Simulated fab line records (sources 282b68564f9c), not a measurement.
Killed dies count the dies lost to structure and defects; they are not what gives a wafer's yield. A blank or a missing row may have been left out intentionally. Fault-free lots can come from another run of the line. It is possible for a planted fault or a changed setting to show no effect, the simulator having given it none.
Problem report, 8D (eight disciplines) form, completed by code -- flow rit_cmos -- the parts of the form that need people (team, actions taken, sign-off) are left out

1. THE PROBLEM
Across 6 wafers from 2 lots, NWELL_TW at RIT_NWELL_TW_MEAS_10 averages 2464, while fault-free wafers read 2141 with a standard deviation of 18. That puts it +18 standard deviations away from the usual mean.
The first sign was on wafer L952.1 at day 4 14:48, on film_metro-01. The record has a number at this step for 42 wafers belonging to 14 lots. The rule behind "out" and "out of limits": a value lying over 4 standard deviations away from the usual mean. The other wafers with a number count as sound.

2. WHAT IT IS; WHAT IT IS NOT
question,is,is not
which readings at this step,NWELL_TW,-
which lots,"L952, L953","L940, L941, L943, L944, L945, L947, L955, L958, L959, L960, L962, L963"
which wafers of those lots,all that have a number,-
read on which gauges,film_metro-01,"film_metro-02, film_metro-04"
when,from day 4 14:48,"up to then (18 sound wafers); but 18 sound wafers of L955, L958, L959, L960, L962, L963 came after"

3. WHAT RULES OUT EACH SUSPECT
Counting: a tool at a process step up to the reading stays a suspect if it ran every lot that is out and no sound lot after the first of them.
- the gauge at RIT_NWELL_TW_MEAS_10 is ruled out. All the wafers that are out were read on film_metro-01, but those of them that RIT_NWELL_IMPLANT_08 has rows for are out there too, on other tools.
- implanter-04 at RIT_NWELL_IMPLANT_08: kept. Every lot that is out went through it, starting with L952 (day 4 14:29), and after that it ran no sound lot; the last sound lot it ran before then is L947 (day 3 09:28). On those wafers its own readings are out: dose_ions_cm2, faraday_current_uA.
Remaining after the count: implanter-04 at RIT_NWELL_IMPLANT_08.

4. THE CAUSE (what the simulator had put in)
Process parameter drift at RIT_NWELL_IMPLANT_08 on implanter-04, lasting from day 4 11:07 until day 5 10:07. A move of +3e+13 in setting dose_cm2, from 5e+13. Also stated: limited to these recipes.
After counting, this tool was the only one left.

5. THE EFFECT CHAIN, in route order
Each row: a reading where the mean over the struck wafers with a number is more than 3 standard deviations away from the usual. Only readings whose record carries a usual standard deviation are examined. hours: median over the lots of the time between each lot's start at the first step of this table that gives one and its start at this step. sigmas: the change, counted in usual standard deviations.
hours,step,reading,usual,on struck wafers,change,sigmas
0,RIT_NWELL_IMPLANT_08,dose_ions_cm2,5e+13,8e+13,+3e+13,+99 or more
0,RIT_NWELL_IMPLANT_08,faraday_current_uA,158,256,+98,+32
0,RIT_NWELL_TW_MEAS_10,NWELL_TW,2141,2464,+323,+18
9,RIT_WELLDRIVE_RS_MEAS_01,NWELL_RS,275.7 ohm/sq,208.6,-67.1,-84
Process steps it contains:
- RIT_NWELL_IMPLANT_08

6. HOW IT WOULD HAVE BEEN CAUGHT EARLIER
The first out-of-limits reading at a measuring or inspecting step in this record came at day 4 14:48, 4 hours after the fault's start at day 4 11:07.
Tool's own readings at RIT_NWELL_IMPLANT_08, dose_ions_cm2, faraday_current_uA: out on all struck wafers the step has rows for; an alarm limit on them would have tripped on the first.
Of the lots that are out (2), L953 began RIT_NWELL_IMPLANT_08 on implanter-04 after day 4 14:48. Holding the tool at that time would have saved it.
